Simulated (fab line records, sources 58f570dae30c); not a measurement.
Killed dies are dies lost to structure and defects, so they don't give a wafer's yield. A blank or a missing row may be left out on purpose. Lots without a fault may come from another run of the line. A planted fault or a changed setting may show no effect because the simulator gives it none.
A struck lot beside a sound one | flow berkeley_cmos170 | 18 steps out of a route of 331
Sound: wafers L786.1, L786.3, L786.5. Struck: wafers L798.3, L798.5, L798.6. The cause comes at the end.
At each step with rows: each side's tool, then ch and its chambers, then its first start. Under that, the readings that differ: sound wafers | struck wafers | difference of the means | sigmas: that difference in standard deviations of wafers without a fault.
alike: readings whose means differ by less than 2 such deviations, and words and numbers that are the same on both sides. not compared: withheld readings, readings that some wafer has no value for, bounds like >300 that may hide the same value, and numbers for which the record gives no deviation and whose values overlap.
The two part at a step that has a row with sigmas, a row that says differs or no value, or rows on one side only. Numbers that don't overlap but have no deviation are shown without sigmas and don't part them. A reading that every wafer of one side lacks parts them only if that side has two wafers or more.

first, 2 steps without rows for these wafers: UCB170_GATE_PEB_10; UCB170_GATE_DEVELOP_11 (develop time 45 s).
UCB170_GATE_CD_MEAS_12: target cd 350 nm.
  sound on cd_sem-02, day 7 06:25; struck on cd_sem-01, day 9 23:25
  alike: cd_nm
UCB170_GATE_OVL_MEAS_13:
  sound on overlay-01, day 7 06:32; struck on overlay-02, day 9 23:31
  alike: GATE_OVL
UCB170_GATE_ETCH_14: etches BARC in N2/H2.
  sound on rie_diel-04 ch 1,3, day 7 06:34; struck on rie_diel-02 ch 2,3, day 9 23:32
  alike: drypump_motor_current_A, n2_flow_sccm, oes_product_au, throttle_valve_pct
UCB170_GATE_ETCH_15: etches poly-Si in HBr/Cl2, stops on SiO2, time 56.3 s, target depth 278.2 nm.
  sound on rie_si-01 ch 1,2, day 7 06:37; struck on rie_si-02 ch 0,1,3, day 9 23:34
  alike: drypump_motor_current_A, oes_product_au, throttle_valve_pct
  not compared: rf_hours_counter_h
UCB170_GATE_STRIP_16: strips in O2.
  sound on plasma_asher-02 ch 0, day 7 06:40; struck on plasma_asher-04 ch 0,1, day 9 23:39
  alike: drypump_motor_current_A, oes_product_au
  not compared: rf_hours_counter_h
UCB170_GATE_CD_MEAS_90: target cd 350 nm.
  sound on cd_sem-01, day 7 06:46; struck on cd_sem-01, day 9 23:46
  alike: cd_nm
then, 4 steps without rows for these wafers: UCB170_GATE_CLEAN_17 (cleans in SPM, time 600 s); UCB170_PLDD_HMDS_00 (prime time 60 s); UCB170_PLDD_COAT_01 (resist thk 900 nm); UCB170_PLDD_SOFTBAKE_02 (time 60 s).
UCB170_PLDD_EXPOSE_03: exposes mask PSELECT, target cd 1200 nm.
  sound on krf_scanner-02 ch 0, day 7 07:49; struck on krf_scanner-02 ch 0, day 10 00:43
  reading              | sound             | struck            | difference | sigmas
  exposure_dose_mJ_cm2 | 29.97 29.97 29.98 | 28.17 28.16 28.19 | -1.80      | -58
  alike: mask
then, 2 steps without rows for these wafers: UCB170_PLDD_PEB_04; UCB170_PLDD_DEVELOP_05 (develop time 45 s).
UCB170_PLDD_CD_MEAS_06: target cd 1200 nm.
  sound on cd_sem-02, day 7 08:19; struck on cd_sem-02, day 10 01:08
  reading    | sound                | struck               | difference | sigmas
  cd_nm (nm) | 1200.7 1199.9 1200.3 | 1188.5 1187.8 1187.4 | -12.4      | -10
UCB170_PLDD_OVL_MEAS_07:
  sound on overlay-01, day 7 08:26; struck on overlay-02, day 10 01:14
  alike: PLDD_OVL
UCB170_M3_PROBE_99:
  the record has rows for the struck wafers here (prober-02, day 11 12:31) and none for the sound ones

WHERE THEY PART
First at UCB170_PLDD_EXPOSE_03; last, within this record, at UCB170_M3_PROBE_99.

WHY: what the simulator had put in
Process parameter drift: krf_scanner-02, from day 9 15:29 on, at UCB170_PLDD_EXPOSE_03. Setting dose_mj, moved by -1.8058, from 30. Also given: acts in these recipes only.
